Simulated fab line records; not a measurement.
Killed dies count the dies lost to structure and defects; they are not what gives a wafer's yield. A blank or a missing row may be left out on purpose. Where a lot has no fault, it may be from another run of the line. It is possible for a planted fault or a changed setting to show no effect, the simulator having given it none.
Problem report, 8D (eight disciplines) form, completed by code | flow berkeleyCmos170 | the parts of the form that need people (team, actions taken, sign-off) are left out

1. WHAT WENT WRONG
Mean of spinSpeedRpm at UCB170_NSD_COAT_01: 1571.0 rpm across 6 wafers in 2 lots; on wafers with no fault it is 1500.3 rpm (standard deviation 1.1). That is +64 standard deviations from the usual mean.
The step: resist thk 900 nm.
Earliest sighting: wafer L432.3 on lithoTrack-03 at day 9 06:52. The record holds 42 wafers of 14 lots with a number at this step. Rule for "out" (also "out of limits"): further than 4 standard deviations from the usual mean. The rest of the wafers with a number are treated as sound.

2. WHAT IT IS; WHAT IT IS NOT
question                    | is                     | is not
which readings at this step | spinSpeedRpm           | -
which lots                  | L432, L436             | L425, L426, L427, L428, L429, L430, L433, L439, L440, L441, L444, L448
which wafers of those lots  | all that have a number | -
read on which tools         | lithoTrack-03          | lithoTrack-01, lithoTrack-02
when                        | from day 9 06:52       | up to then (18 sound wafers); but 18 sound wafers of L433, L439, L440, L441, L444, L448 came after

3. SUSPECTS, AND WHAT RULES EACH OUT
Counting: a tool at a process step up to the reading stays a suspect if it ran every lot that is out and no sound lot after the first of them.
- lithoTrack-03 at UCB170_NSD_COAT_01 (resist thk 900 nm): kept. It processed each lot that is out, first L432 at day 9 06:52, and no sound lot thereafter; up to then, the last sound lot it processed was L430 at day 9 01:49. On those wafers its own readings are out: spinSpeedRpm.
Left after counting: lithoTrack-03 at UCB170_NSD_COAT_01.

4. THE CAUSE (what the simulator had put in)
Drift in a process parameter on lithoTrack-03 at UCB170_NSD_COAT_01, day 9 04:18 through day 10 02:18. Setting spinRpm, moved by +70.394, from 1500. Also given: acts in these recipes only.
The count eliminated every tool but this one.

5. THE CHAIN OF EFFECTS, in route order
Each row: a reading where the mean over the struck wafers with a number is more than 3 standard deviations away from the usual. Only readings for which the record gives a usual standard deviation are gone through. hours: the time from each lot's start at the first step in this table that gives one to its start at this step, as a median over the lots. sigmas: the change in usual standard deviations.
hours | step                | reading              | usual      | on struck wafers | change | sigmas
0     | UCB170_NSD_COAT_01  | spinSpeedRpm         | 1500.3 rpm | 1571.0           | +70.7  | +64
1     | UCB170_NSD_STRIP_09 | stripTimeToEndpointS | 35.82 s    | 35.38            | -0.44  | -6.8
Here are the process steps it includes:
- UCB170_NSD_COAT_01: resist thk 900 nm.
- UCB170_NSD_STRIP_09: strips in O2.
Later measuring or inspecting steps at which every struck wafer that the step has a row for has a number for every such reading, and none has moved that far: UCB170_SILICIDE_THK_MEAS_03.

6. HOW IT WOULD HAVE BEEN CAUGHT EARLIER
3 hours passed between the start of the fault at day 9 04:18 and the first reading out of limits in this record, taken at day 9 06:52.
